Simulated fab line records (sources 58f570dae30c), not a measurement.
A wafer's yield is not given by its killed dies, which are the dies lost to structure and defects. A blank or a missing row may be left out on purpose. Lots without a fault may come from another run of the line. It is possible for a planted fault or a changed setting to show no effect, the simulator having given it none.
fab line records :: flow berkeley-cmos170
[record]
  lots = 6
  wafers = 18
  last-day = 11
route steps=331 shown GATE@133 PLDD@145
lots that met no fault: from a run of the same line without faults
start-h: start of the lot's first displayed wafer, in hours after the record's first day :: wait-h: hours from the lot's prior step to this one :: " as in the row above :: L1.1+2: one row covering several wafers at once :: - no value present, or no start provided :: * or withheld: withheld :: < > ~ a bound
route shown NAME@n: NAME is a module with steps in the file, n the number in the route of the first one :: usual: mean/standard deviation of fault-free wafers :: same: alike in all rows :: chamber/n: place in a boat :: sites: each site's reading :: _std_site: standard deviation across them :: _edge_site: outer sites' mean less inner sites' :: radius-mm: for every site, how far away it sits from the centre of the wafer :: mask NAME#n: copy n :: behind: tool/chamber where the wafer was last shaped :: hold: reason for holding the lot/hours on hold/outcome of the hold :: device: transistor that didn't switch, given as n, p or np :: end of line: the same wafers' tests at the end of the route :: step lacking rows: just its recipe :: killed: count of dies lost to structure and defects at first sort (not the wafer's yield) :: map: a wafer's dies, x killed, . not, _ none there
set.NAME: the setting the step ran with; set.NAME@STEP: the setting that earlier step ran with :: model.NAME: the simulator's own value behind a step, which no gauge read
lots at some steps of the route; a table a step, a row a wafer
services: the hour from which a tool's chamber was out of use, counted from the record's first day as start-h (under 0 if before that day), plus the number of hours and why
[[steps]]
[step UCB170_GATE_COAT_07]
[recipe]
  resist = KrF
  spin-rpm = 1500
  resist-thk-nm = 900
[step UCB170_GATE_SOFTBAKE_08]
[recipe]
  resist = KrF
  temp-c = 130
  time-s = 60
[step UCB170_GATE_EXPOSE_09]
[recipe]
  mask-id = POLY
  target-cd-nm = 350
  na = 0.5
  sigma-outer = 0.6
  source-shape = conventional
  dose-mj = 21
[step UCB170_GATE_PEB_10]
[recipe]
  peb-temp-c = 130.5
  peb-time-s = withheld
  resist = KrF
[step UCB170_GATE_DEVELOP_11]
[recipe]
  developer = TMAH
  develop-time-s = 45
  resist = KrF
  dev-temp-c = 21
[step UCB170_GATE_CD_MEAS_12]
[recipe]
  target-cd-nm = 350
[usual]
  cd-nm = 350.3/1.4
lot.wafer: L569.2
tool: cd-sem-02
chamber: -
start-h: 133.02
wait-h: -
cd-nm: 352.8

lot.wafer: L569.4
tool: cd-sem-02
chamber: -
start-h: 133.02
wait-h: -
cd-nm: 351.3

lot.wafer: L569.5
tool: cd-sem-02
chamber: -
start-h: 133.02
wait-h: -
cd-nm: 352.8

lot.wafer: L570.1
tool: cd-sem-01
chamber: -
start-h: 138.90
wait-h: -
cd-nm: 349.9

lot.wafer: L570.2
tool: cd-sem-01
chamber: -
start-h: 138.90
wait-h: -
cd-nm: 350.1

lot.wafer: L570.4
tool: cd-sem-01
chamber: -
start-h: 138.90
wait-h: -
cd-nm: 350.9

lot.wafer: L577.1
tool: cd-sem-01
chamber: -
start-h: 180.52
wait-h: -
cd-nm: 351.5

lot.wafer: L577.4
tool: cd-sem-01
chamber: -
start-h: 180.52
wait-h: -
cd-nm: 352.0

lot.wafer: L577.5
tool: cd-sem-01
chamber: -
start-h: 180.52
wait-h: -
cd-nm: 350.3

lot.wafer: L578.2
tool: cd-sem-02
chamber: -
start-h: 180.78
wait-h: -
cd-nm: 350.8

lot.wafer: L578.4
tool: cd-sem-02
chamber: -
start-h: 180.78
wait-h: -
cd-nm: 351.4

lot.wafer: L578.6
tool: cd-sem-02
chamber: -
start-h: 180.78
wait-h: -
cd-nm: 351.5

lot.wafer: L579.2
tool: cd-sem-02
chamber: -
start-h: 192.31
wait-h: -
cd-nm: 350.7

lot.wafer: L579.5
tool: cd-sem-02
chamber: -
start-h: 192.31
wait-h: -
cd-nm: 351.7

lot.wafer: L579.6
tool: cd-sem-02
chamber: -
start-h: 192.31
wait-h: -
cd-nm: 350.6

lot.wafer: L588.1
tool: cd-sem-01
chamber: -
start-h: 230.22
wait-h: -
cd-nm: 348.6

lot.wafer: L588.4
tool: cd-sem-01
chamber: -
start-h: 230.22
wait-h: -
cd-nm: 348.7

lot.wafer: L588.5
tool: cd-sem-01
chamber: -
start-h: 230.22
wait-h: -
cd-nm: 350.1
[step UCB170_GATE_OVL_MEAS_13]
[usual]
  GATE_OVL = -1/5.4
lot.wafer: L569.2
tool: overlay-02
chamber: -
start-h: 133.12
wait-h: 0.1
GATE_OVL[nm]: -2

lot.wafer: L569.4
tool: overlay-02
chamber: -
start-h: 133.12
wait-h: 0.1
GATE_OVL[nm]: -7

lot.wafer: L569.5
tool: overlay-02
chamber: -
start-h: 133.12
wait-h: 0.1
GATE_OVL[nm]: 2

lot.wafer: L570.1
tool: overlay-01
chamber: -
start-h: 139.02
wait-h: 0.1
GATE_OVL[nm]: -5

lot.wafer: L570.2
tool: overlay-01
chamber: -
start-h: 139.02
wait-h: 0.1
GATE_OVL[nm]: 3

lot.wafer: L570.4
tool: overlay-01
chamber: -
start-h: 139.02
wait-h: 0.1
GATE_OVL[nm]: -1

lot.wafer: L577.1
tool: overlay-01
chamber: -
start-h: 180.64
wait-h: 0.1
GATE_OVL[nm]: 9

lot.wafer: L577.4
tool: overlay-01
chamber: -
start-h: 180.64
wait-h: 0.1
GATE_OVL[nm]: -1

lot.wafer: L577.5
tool: overlay-01
chamber: -
start-h: 180.64
wait-h: 0.1
GATE_OVL[nm]: 8

lot.wafer: L578.2
tool: overlay-02
chamber: -
start-h: 180.89
wait-h: 0.1
GATE_OVL[nm]: -2

lot.wafer: L578.4
tool: overlay-02
chamber: -
start-h: 180.89
wait-h: 0.1
GATE_OVL[nm]: 1

lot.wafer: L578.6
tool: overlay-02
chamber: -
start-h: 180.89
wait-h: 0.1
GATE_OVL[nm]: -2

lot.wafer: L579.2
tool: overlay-01
chamber: -
start-h: 192.41
wait-h: 0.1
GATE_OVL[nm]: -3

lot.wafer: L579.5
tool: overlay-01
chamber: -
start-h: 192.41
wait-h: 0.1
GATE_OVL[nm]: -2

lot.wafer: L579.6
tool: overlay-01
chamber: -
start-h: 192.41
wait-h: 0.1
GATE_OVL[nm]: 0

lot.wafer: L588.1
tool: overlay-01
chamber: -
start-h: 230.34
wait-h: 0.1
GATE_OVL[nm]: -2

lot.wafer: L588.4
tool: overlay-01
chamber: -
start-h: 230.34
wait-h: 0.1
GATE_OVL[nm]: 2

lot.wafer: L588.5
tool: overlay-01
chamber: -
start-h: 230.34
wait-h: 0.1
GATE_OVL[nm]: 7
[step UCB170_GATE_ETCH_14]
[recipe]
  chemistry = N2/H2
  target-depth-a = withheld
  overetch-a = withheld
  target = BARC
  time-s = withheld
  source-w = 500
  bias-w = 100
  pressure-mtorr = 30
  n2-flow-sccm = 100
  h2-flow-sccm = 200
[usual]
  bias-w = 100.0/0.31
  drypump-motor-current-A = 5.7/0.44
  oes-product-au = 1.007/0.016
  rf-fwd-power-W = 494.0/2.1
  throttle-valve-pct = 13.29/0.23
lot.wafer: L569.2
tool: rie-diel-02
chamber: 0
start-h: 133.15
wait-h: 0.0
bias-w: 99.6
drypump-motor-current-A: 5.7
oes-product-au: 0.980
rf-fwd-power-W: 496.1
throttle-valve-pct: 13.58

lot.wafer: L569.4
tool: rie-diel-02
chamber: 2
start-h: 133.15
wait-h: 0.0
bias-w: 100.5
drypump-motor-current-A: 6.7
oes-product-au: 0.994
rf-fwd-power-W: 494.5
throttle-valve-pct: 13.25

lot.wafer: L569.5
tool: rie-diel-02
chamber: 2
start-h: 133.15
wait-h: 0.0
bias-w: 100.1
drypump-motor-current-A: 6.7
oes-product-au: 1.002
rf-fwd-power-W: 495.8
throttle-valve-pct: 13.25

lot.wafer: L570.1
tool: rie-diel-04
chamber: 1
start-h: 139.06
wait-h: 0.0
bias-w: 100.4
drypump-motor-current-A: 5.9
oes-product-au: 0.988
rf-fwd-power-W: 490.5
throttle-valve-pct: 13.51

lot.wafer: L570.2
tool: rie-diel-04
chamber: 2
start-h: 139.06
wait-h: 0.0
bias-w: 101.0
drypump-motor-current-A: 5.6
oes-product-au: 1.017
rf-fwd-power-W: 492.7
throttle-valve-pct: 13.57

lot.wafer: L570.4
tool: rie-diel-04
chamber: 0
start-h: 139.06
wait-h: 0.0
bias-w: 100.3
drypump-motor-current-A: 6.0
oes-product-au: 1.015
rf-fwd-power-W: 494.5
throttle-valve-pct: 13.31

lot.wafer: L577.1
tool: rie-diel-02
chamber: 2
start-h: 180.68
wait-h: 0.0
bias-w: 99.8
drypump-motor-current-A: 6.7
oes-product-au: 1.002
rf-fwd-power-W: 492.7
throttle-valve-pct: 13.26

lot.wafer: L577.4
tool: rie-diel-02
chamber: 1
start-h: 180.68
wait-h: 0.0
bias-w: 100.1
drypump-motor-current-A: 5.3
oes-product-au: 1.011
rf-fwd-power-W: 494.8
throttle-valve-pct: 12.91

lot.wafer: L577.5
tool: rie-diel-02
chamber: 0
start-h: 180.68
wait-h: 0.0
bias-w: 100.2
drypump-motor-current-A: 5.7
oes-product-au: 0.999
rf-fwd-power-W: 492.9
throttle-valve-pct: 13.48

lot.wafer: L578.2
tool: rie-diel-04
chamber: 0
start-h: 180.92
wait-h: 0.0
bias-w: 99.8
drypump-motor-current-A: 6.0
oes-product-au: 1.027
rf-fwd-power-W: 498.0
throttle-valve-pct: 13.31

lot.wafer: L578.4
tool: rie-diel-04
chamber: 2
start-h: 180.92
wait-h: 0.0
bias-w: 100.0
drypump-motor-current-A: 5.6
oes-product-au: 1.023
rf-fwd-power-W: 490.8
throttle-valve-pct: 13.58

lot.wafer: L578.6
tool: rie-diel-04
chamber: 1
start-h: 180.92
wait-h: 0.0
bias-w: 100.0
drypump-motor-current-A: 5.9
oes-product-au: 1.022
rf-fwd-power-W: 494.3
throttle-valve-pct: 13.48

lot.wafer: L579.2
tool: rie-diel-04
chamber: 2
start-h: 192.44
wait-h: 0.0
bias-w: 100.0
drypump-motor-current-A: 5.6
oes-product-au: 1.002
rf-fwd-power-W: 494.2
throttle-valve-pct: 13.60

lot.wafer: L579.5
tool: rie-diel-04
chamber: 3
start-h: 192.44
wait-h: 0.0
bias-w: 99.6
drypump-motor-current-A: 5.1
oes-product-au: 1.001
rf-fwd-power-W: 497.9
throttle-valve-pct: 13.36

lot.wafer: L579.6
tool: rie-diel-04
chamber: 0
start-h: 192.44
wait-h: 0.0
bias-w: 100.2
drypump-motor-current-A: 6.0
oes-product-au: 1.021
rf-fwd-power-W: 495.8
throttle-valve-pct: 13.30

lot.wafer: L588.1
tool: rie-diel-02
chamber: 0
start-h: 230.37
wait-h: 0.0
bias-w: 100.1
drypump-motor-current-A: 5.7
oes-product-au: 0.980
rf-fwd-power-W: 494.4
throttle-valve-pct: 13.49

lot.wafer: L588.4
tool: rie-diel-02
chamber: 3
start-h: 230.37
wait-h: 0.0
bias-w: 99.7
drypump-motor-current-A: 5.5
oes-product-au: 1.004
rf-fwd-power-W: 489.8
throttle-valve-pct: 13.03

lot.wafer: L588.5
tool: rie-diel-02
chamber: 1
start-h: 230.37
wait-h: 0.0
bias-w: 100.1
drypump-motor-current-A: 5.3
oes-product-au: 1.013
rf-fwd-power-W: 494.3
throttle-valve-pct: 12.88
[step UCB170_GATE_ETCH_15]
[recipe]
  chemistry = HBr/Cl2
  target = poly-Si
  stop-on = SiO2
  over-etch-frac = 0.3
  icp-w = 300
  bias-w = 150
  time-s = 56.3
  pressure-mtorr = 15
  HBr_flow_sccm = 150
  Cl2_flow_sccm = 50
  target-depth-a = 2782
[usual]
  bias-w = 150.0/0.43
  drypump-motor-current-A = 6.0/0.45
  oes-product-au = 0.835/0.018
  rf-fwd-power-W = 296.9/1.4
  throttle-valve-pct = 26.42/0.2
lot.wafer: L569.2
tool: rie-si-02
chamber: 2
start-h: 133.20
wait-h: -
bias-w: 149.6
drypump-motor-current-A: 5.8
oes-product-au: 0.819
rf-fwd-power-W: 295.5
rf-hours-counter-h: 50
throttle-valve-pct: 26.57

lot.wafer: L569.4
tool: rie-si-02
chamber: 3
start-h: 133.20
wait-h: -
bias-w: 149.8
drypump-motor-current-A: 5.4
oes-product-au: 0.796
rf-fwd-power-W: 295.9
rf-hours-counter-h: 0
throttle-valve-pct: 26.44

lot.wafer: L569.5
tool: rie-si-02
chamber: 3
start-h: 133.20
wait-h: -
bias-w: 149.8
drypump-motor-current-A: 5.4
oes-product-au: 0.789
rf-fwd-power-W: 295.4
rf-hours-counter-h: -
throttle-valve-pct: 26.44

lot.wafer: L570.1
tool: rie-si-02
chamber: 0
start-h: 139.10
wait-h: -
bias-w: 149.9
drypump-motor-current-A: 5.3
oes-product-au: 0.850
rf-fwd-power-W: 296.8
rf-hours-counter-h: 29
throttle-valve-pct: 26.26

lot.wafer: L570.2
tool: rie-si-02
chamber: 3
start-h: 139.10
wait-h: -
bias-w: 150.0
drypump-motor-current-A: 5.4
oes-product-au: 0.794
rf-fwd-power-W: 295.6
rf-hours-counter-h: 0
throttle-valve-pct: 26.42

lot.wafer: L570.4
tool: rie-si-02
chamber: 1
start-h: 139.10
wait-h: -
bias-w: 150.1
drypump-motor-current-A: 6.6
oes-product-au: 0.836
rf-fwd-power-W: 297.4
rf-hours-counter-h: 0
throttle-valve-pct: 26.12

lot.wafer: L577.1
tool: rie-si-02
chamber: 3
start-h: 180.72
wait-h: -
bias-w: 150.1
drypump-motor-current-A: 5.4
oes-product-au: 0.808
rf-fwd-power-W: 295.5
rf-hours-counter-h: 0
throttle-valve-pct: 26.44

lot.wafer: L577.4
tool: rie-si-02
chamber: 2
start-h: 180.72
wait-h: -
bias-w: 150.9
drypump-motor-current-A: 5.7
oes-product-au: 0.844
rf-fwd-power-W: 296.1
rf-hours-counter-h: 51
throttle-valve-pct: 26.57

lot.wafer: L577.5
tool: rie-si-02
chamber: 0
start-h: 180.72
wait-h: -
bias-w: 149.3
drypump-motor-current-A: 5.4
oes-product-au: 0.866
rf-fwd-power-W: 297.3
rf-hours-counter-h: -
throttle-valve-pct: 26.25

lot.wafer: L578.2
tool: rie-si-01
chamber: 1
start-h: 180.96
wait-h: -
bias-w: 150.2
drypump-motor-current-A: 6.2
oes-product-au: 0.852
rf-fwd-power-W: 295.1
rf-hours-counter-h: 112
throttle-valve-pct: 26.69

lot.wafer: L578.4
tool: rie-si-01
chamber: 0
start-h: 180.96
wait-h: -
bias-w: 149.9
drypump-motor-current-A: 6.5
oes-product-au: 0.845
rf-fwd-power-W: 298.8
rf-hours-counter-h: 1
throttle-valve-pct: 26.69

lot.wafer: L578.6
tool: rie-si-01
chamber: 1
start-h: 180.96
wait-h: -
bias-w: 150.0
drypump-motor-current-A: 6.3
oes-product-au: 0.865
rf-fwd-power-W: 294.4
rf-hours-counter-h: -
throttle-valve-pct: 26.70

lot.wafer: L579.2
tool: rie-si-02
chamber: 0
start-h: 192.48
wait-h: -
bias-w: 150.0
drypump-motor-current-A: 5.4
oes-product-au: 0.848
rf-fwd-power-W: 299.0
rf-hours-counter-h: 29
throttle-valve-pct: 26.28

lot.wafer: L579.5
tool: rie-si-02
chamber: 3
start-h: 192.48
wait-h: -
bias-w: 150.8
drypump-motor-current-A: 5.4
oes-product-au: 0.800
rf-fwd-power-W: 294.5
rf-hours-counter-h: -
throttle-valve-pct: 26.45

lot.wafer: L579.6
tool: rie-si-02
chamber: 0
start-h: 192.48
wait-h: -
bias-w: 150.4
drypump-motor-current-A: 5.4
oes-product-au: 0.854
rf-fwd-power-W: 298.3
rf-hours-counter-h: -
throttle-valve-pct: 26.26

lot.wafer: L588.1
tool: rie-si-01
chamber: 2
start-h: 230.42
wait-h: -
bias-w: 150.5
drypump-motor-current-A: 6.4
oes-product-au: 0.823
rf-fwd-power-W: 296.1
rf-hours-counter-h: 13
throttle-valve-pct: 26.23

lot.wafer: L588.4
tool: rie-si-01
chamber: 1
start-h: 230.42
wait-h: -
bias-w: 150.3
drypump-motor-current-A: 6.3
oes-product-au: 0.827
rf-fwd-power-W: 295.4
rf-hours-counter-h: 0
throttle-valve-pct: 26.47

lot.wafer: L588.5
tool: rie-si-01
chamber: 1
start-h: 230.42
wait-h: -
bias-w: 150.4
drypump-motor-current-A: 6.3
oes-product-au: 0.823
rf-fwd-power-W: 294.8
rf-hours-counter-h: -
throttle-valve-pct: 26.47
[step UCB170_GATE_STRIP_16]
[recipe]
  chemistry = O2
  power-w = 400
  pressure-mtorr = 3500
  platen-temp-c = withheld
  o2-flow-sccm = 400
  overash-fraction = 0.5
[usual]
  drypump-motor-current-A = 5.8/0.49
  oes-product-au = 0.724/0.0045
lot.wafer: L569.2
tool: plasma-asher-03
chamber: 1
start-h: 133.24
wait-h: 0.0
drypump-motor-current-A: 6.2
oes-product-au: 0.723
rf-hours-counter-h: 34

lot.wafer: L569.4
tool: plasma-asher-03
chamber: 1
start-h: 133.24
wait-h: 0.0
drypump-motor-current-A: 6.2
oes-product-au: 0.724
rf-hours-counter-h: -

lot.wafer: L569.5
tool: plasma-asher-03
chamber: 0
start-h: 133.24
wait-h: 0.0
drypump-motor-current-A: 5.4
oes-product-au: 0.720
rf-hours-counter-h: -

lot.wafer: L570.1
tool: plasma-asher-02
chamber: 1
start-h: 139.15
wait-h: 0.0
drypump-motor-current-A: 5.8
oes-product-au: 0.720
rf-hours-counter-h: 43

lot.wafer: L570.2
tool: plasma-asher-02
chamber: 0
start-h: 139.15
wait-h: 0.0
drypump-motor-current-A: 5.2
oes-product-au: 0.728
rf-hours-counter-h: 43

lot.wafer: L570.4
tool: plasma-asher-02
chamber: 1
start-h: 139.15
wait-h: 0.0
drypump-motor-current-A: 5.9
oes-product-au: 0.731
rf-hours-counter-h: -

lot.wafer: L577.1
tool: plasma-asher-01
chamber: 0
start-h: 180.77
wait-h: 0.0
drypump-motor-current-A: 6.6
oes-product-au: 0.719
rf-hours-counter-h: 7

lot.wafer: L577.4
tool: plasma-asher-01
chamber: 0
start-h: 180.77
wait-h: 0.0
drypump-motor-current-A: 6.5
oes-product-au: 0.726
rf-hours-counter-h: -

lot.wafer: L577.5
tool: plasma-asher-01
chamber: 0
start-h: 180.77
wait-h: 0.0
drypump-motor-current-A: 6.5
oes-product-au: 0.724
rf-hours-counter-h: -

lot.wafer: L578.2
tool: plasma-asher-02
chamber: 0
start-h: 181.01
wait-h: 0.0
drypump-motor-current-A: 5.2
oes-product-au: 0.722
rf-hours-counter-h: 48

lot.wafer: L578.4
tool: plasma-asher-02
chamber: 0
start-h: 181.01
wait-h: 0.0
drypump-motor-current-A: 5.3
oes-product-au: 0.719
rf-hours-counter-h: -

lot.wafer: L578.6
tool: plasma-asher-02
chamber: 1
start-h: 181.01
wait-h: 0.0
drypump-motor-current-A: 5.8
oes-product-au: 0.728
rf-hours-counter-h: -

lot.wafer: L579.2
tool: plasma-asher-01
chamber: 0
start-h: 192.53
wait-h: 0.0
drypump-motor-current-A: 6.5
oes-product-au: 0.730
rf-hours-counter-h: 8

lot.wafer: L579.5
tool: plasma-asher-01
chamber: 0
start-h: 192.53
wait-h: 0.0
drypump-motor-current-A: 6.6
oes-product-au: 0.723
rf-hours-counter-h: -

lot.wafer: L579.6
tool: plasma-asher-01
chamber: 1
start-h: 192.53
wait-h: 0.0
drypump-motor-current-A: 5.3
oes-product-au: 0.726
rf-hours-counter-h: -

lot.wafer: L588.1
tool: plasma-asher-01
chamber: 1
start-h: 230.46
wait-h: 0.0
drypump-motor-current-A: 5.3
oes-product-au: 0.723
rf-hours-counter-h: 12

lot.wafer: L588.4
tool: plasma-asher-01
chamber: 0
start-h: 230.46
wait-h: 0.0
drypump-motor-current-A: 6.6
oes-product-au: 0.727
rf-hours-counter-h: -

lot.wafer: L588.5
tool: plasma-asher-01
chamber: 1
start-h: 230.46
wait-h: 0.0
drypump-motor-current-A: 5.4
oes-product-au: 0.715
rf-hours-counter-h: -
[step UCB170_GATE_CD_MEAS_90]
[recipe]
  target-cd-nm = 350
[usual]
  cd-nm = 350.4/1.5
lot.wafer: L569.2
tool: cd-sem-02
chamber: -
start-h: 133.36
wait-h: 0.1
cd-nm: 352.4

lot.wafer: L569.4
tool: cd-sem-02
chamber: -
start-h: 133.36
wait-h: 0.1
cd-nm: 350.8

lot.wafer: L569.5
tool: cd-sem-02
chamber: -
start-h: 133.36
wait-h: 0.1
cd-nm: 352.6

lot.wafer: L570.1
tool: cd-sem-02
chamber: -
start-h: 139.30
wait-h: 0.1
cd-nm: 349.9

lot.wafer: L570.2
tool: cd-sem-02
chamber: -
start-h: 139.30
wait-h: 0.1
cd-nm: 350.1

lot.wafer: L570.4
tool: cd-sem-02
chamber: -
start-h: 139.30
wait-h: 0.1
cd-nm: 351.3

lot.wafer: L577.1
tool: cd-sem-01
chamber: -
start-h: 180.87
wait-h: 0.1
cd-nm: 351.7

lot.wafer: L577.4
tool: cd-sem-01
chamber: -
start-h: 180.87
wait-h: 0.1
cd-nm: 353.1

lot.wafer: L577.5
tool: cd-sem-01
chamber: -
start-h: 180.87
wait-h: 0.1
cd-nm: 349.8

lot.wafer: L578.2
tool: cd-sem-02
chamber: -
start-h: 181.13
wait-h: 0.1
cd-nm: 352.0

lot.wafer: L578.4
tool: cd-sem-02
chamber: -
start-h: 181.13
wait-h: 0.1
cd-nm: 351.2

lot.wafer: L578.6
tool: cd-sem-02
chamber: -
start-h: 181.13
wait-h: 0.1
cd-nm: 352.8

lot.wafer: L579.2
tool: cd-sem-01
chamber: -
start-h: 192.65
wait-h: 0.1
cd-nm: 350.3

lot.wafer: L579.5
tool: cd-sem-01
chamber: -
start-h: 192.65
wait-h: 0.1
cd-nm: 351.9

lot.wafer: L579.6
tool: cd-sem-01
chamber: -
start-h: 192.65
wait-h: 0.1
cd-nm: 351.1

lot.wafer: L588.1
tool: cd-sem-01
chamber: -
start-h: 230.63
wait-h: 0.1
cd-nm: 349.4

lot.wafer: L588.4
tool: cd-sem-01
chamber: -
start-h: 230.63
wait-h: 0.1
cd-nm: 349.6

lot.wafer: L588.5
tool: cd-sem-01
chamber: -
start-h: 230.63
wait-h: 0.1
cd-nm: 351.4
[step UCB170_GATE_CLEAN_17]
[recipe]
  chemistry = SPM
  temp-c = 120
  time-s = 600
[step UCB170_PLDD_HMDS_00]
[recipe]
  prime-time-s = 60
  prime-temp-c = 100
[usual]
  exhaust-pa = 44.9/0.86
  prime-temp-c = 100.00/0.12
lot.wafer: L569.2
tool: litho-track-01
chamber: 0
start-h: 134.44
wait-h: 0.0
exhaust-pa: 44.0
prime-temp-c: 99.87

lot.wafer: L569.4
tool: litho-track-01
chamber: 0
start-h: 134.44
wait-h: 0.0
exhaust-pa: 43.6
prime-temp-c: 99.95

lot.wafer: L569.5
tool: litho-track-01
chamber: 0
start-h: 134.44
wait-h: 0.0
exhaust-pa: 44.3
prime-temp-c: 99.84

lot.wafer: L570.1
tool: litho-track-04
chamber: 0
start-h: 139.61
wait-h: 0.0
exhaust-pa: 43.1
prime-temp-c: 99.83

lot.wafer: L570.2
tool: litho-track-04
chamber: 0
start-h: 139.61
wait-h: 0.0
exhaust-pa: 45.3
prime-temp-c: 99.90

lot.wafer: L570.4
tool: litho-track-04
chamber: 0
start-h: 139.61
wait-h: 0.0
exhaust-pa: 45.6
prime-temp-c: 99.63

lot.wafer: L577.1
tool: litho-track-04
chamber: 0
start-h: 181.43
wait-h: 0.0
exhaust-pa: 46.3
prime-temp-c: 98.27

lot.wafer: L577.4
tool: litho-track-04
chamber: 0
start-h: 181.43
wait-h: 0.0
exhaust-pa: 45.3
prime-temp-c: 98.17

lot.wafer: L577.5
tool: litho-track-04
chamber: 0
start-h: 181.43
wait-h: 0.0
exhaust-pa: 44.9
prime-temp-c: 98.27

lot.wafer: L578.2
tool: litho-track-01
chamber: 0
start-h: 181.87
wait-h: 0.4
exhaust-pa: 44.5
prime-temp-c: 100.06

lot.wafer: L578.4
tool: litho-track-01
chamber: 0
start-h: 181.87
wait-h: 0.4
exhaust-pa: 46.3
prime-temp-c: 99.97

lot.wafer: L578.6
tool: litho-track-01
chamber: 0
start-h: 181.87
wait-h: 0.4
exhaust-pa: 44.3
prime-temp-c: 99.91

lot.wafer: L579.2
tool: litho-track-04
chamber: 0
start-h: 192.95
wait-h: 0.0
exhaust-pa: 45.5
prime-temp-c: 97.98

lot.wafer: L579.5
tool: litho-track-04
chamber: 0
start-h: 192.95
wait-h: 0.0
exhaust-pa: 45.7
prime-temp-c: 98.15

lot.wafer: L579.6
tool: litho-track-04
chamber: 0
start-h: 192.95
wait-h: 0.0
exhaust-pa: 45.6
prime-temp-c: 98.06

lot.wafer: L588.1
tool: litho-track-01
chamber: 0
start-h: 231.05
wait-h: 0.1
exhaust-pa: 45.3
prime-temp-c: 100.05

lot.wafer: L588.4
tool: litho-track-01
chamber: 0
start-h: 231.05
wait-h: 0.1
exhaust-pa: 44.7
prime-temp-c: 99.95

lot.wafer: L588.5
tool: litho-track-01
chamber: 0
start-h: 231.05
wait-h: 0.1
exhaust-pa: 44.6
prime-temp-c: 99.94
[step UCB170_PLDD_COAT_01]
[recipe]
  resist = KrF
  spin-rpm = 1500
  resist-thk-nm = 900
[[services]]
tool: rie-si-02
chamber: 3
start-h: 115.28
hours: -
kind: clean

tool: rie-si-02
chamber: 3
start-h: 115.28
hours: 11.5
kind: scheduled-down

tool: rie-si-02
chamber: 3
start-h: 115.28
hours: 11.5
kind: vent-cycle

tool: plasma-asher-01
chamber: 0
start-h: 117.75
hours: -
kind: clean

tool: plasma-asher-01
chamber: 1
start-h: 117.75
hours: -
kind: clean

tool: rie-diel-02
chamber: 0
start-h: 151.23
hours: 7.4
kind: repair

tool: rie-si-02
chamber: 1
start-h: 153.29
hours: 2.7
kind: repair

tool: rie-diel-04
chamber: 1
start-h: 154.39
hours: -
kind: clean

tool: rie-diel-04
chamber: 1
start-h: 154.39
hours: 17.6
kind: scheduled-down

tool: rie-diel-04
chamber: 1
start-h: 154.39
hours: 17.6
kind: vent-cycle

tool: rie-diel-02
chamber: 0
start-h: 158.67
hours: -
kind: clean

tool: rie-diel-02
chamber: 0
start-h: 158.67
hours: 20.4
kind: scheduled-down

tool: rie-diel-02
chamber: 0
start-h: 158.67
hours: 20.4
kind: vent-cycle

tool: plasma-asher-01
chamber: -
start-h: 163.42
hours: 2.4
kind: repair

tool: rie-diel-02
chamber: 3
start-h: 175.74
hours: 15.9
kind: repair

tool: rie-diel-04
chamber: 1
start-h: 183.42
hours: 1.3
kind: repair

tool: rie-si-02
chamber: -
start-h: 204.73
hours: 4.3
kind: pm

tool: rie-si-01
chamber: 1
start-h: 206.37
hours: -
kind: clean

tool: rie-si-01
chamber: 1
start-h: 206.37
hours: 18.6
kind: scheduled-down

tool: rie-si-01
chamber: 1
start-h: 206.37
hours: 18.6
kind: vent-cycle

tool: rie-si-01
chamber: 2
start-h: 208.56
hours: 5.4
kind: repair

tool: rie-diel-04
chamber: 0
start-h: 220.58
hours: 2.3
kind: repair
[[key]]
[first-sign]
  step = UCB170_PLDD_HMDS_00
  reading = prime-temp-c
  direction = down
  sigmas = 15
  usual = *
  struck = *
effect none on later readings
met-at UCB170_PLDD_HMDS_00
struck-wafers L577.1,L577.4,L577.5,L579.2,L579.5,L579.6
tester-left-out L577,L579
onset-between 139.61 181.43
[fault]
  kind = process-parameter-drift
  tool = litho-track-04
  chamber = -
  onset-h = 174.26
  steps = UCB170_PLDD_HMDS_00
  channel = prime-temp-c
  offset = *
  shape = step
  end-h = 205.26
  acts-in = *
  stated = *
// tester-left-out: of these lots the tester's yield and bins aren't shown, on N5 and GAA mostly nor the transistor test; their killed dies are dies lost to structure and defects alone, not to doping, threshold or leakage, so they don't give the yield
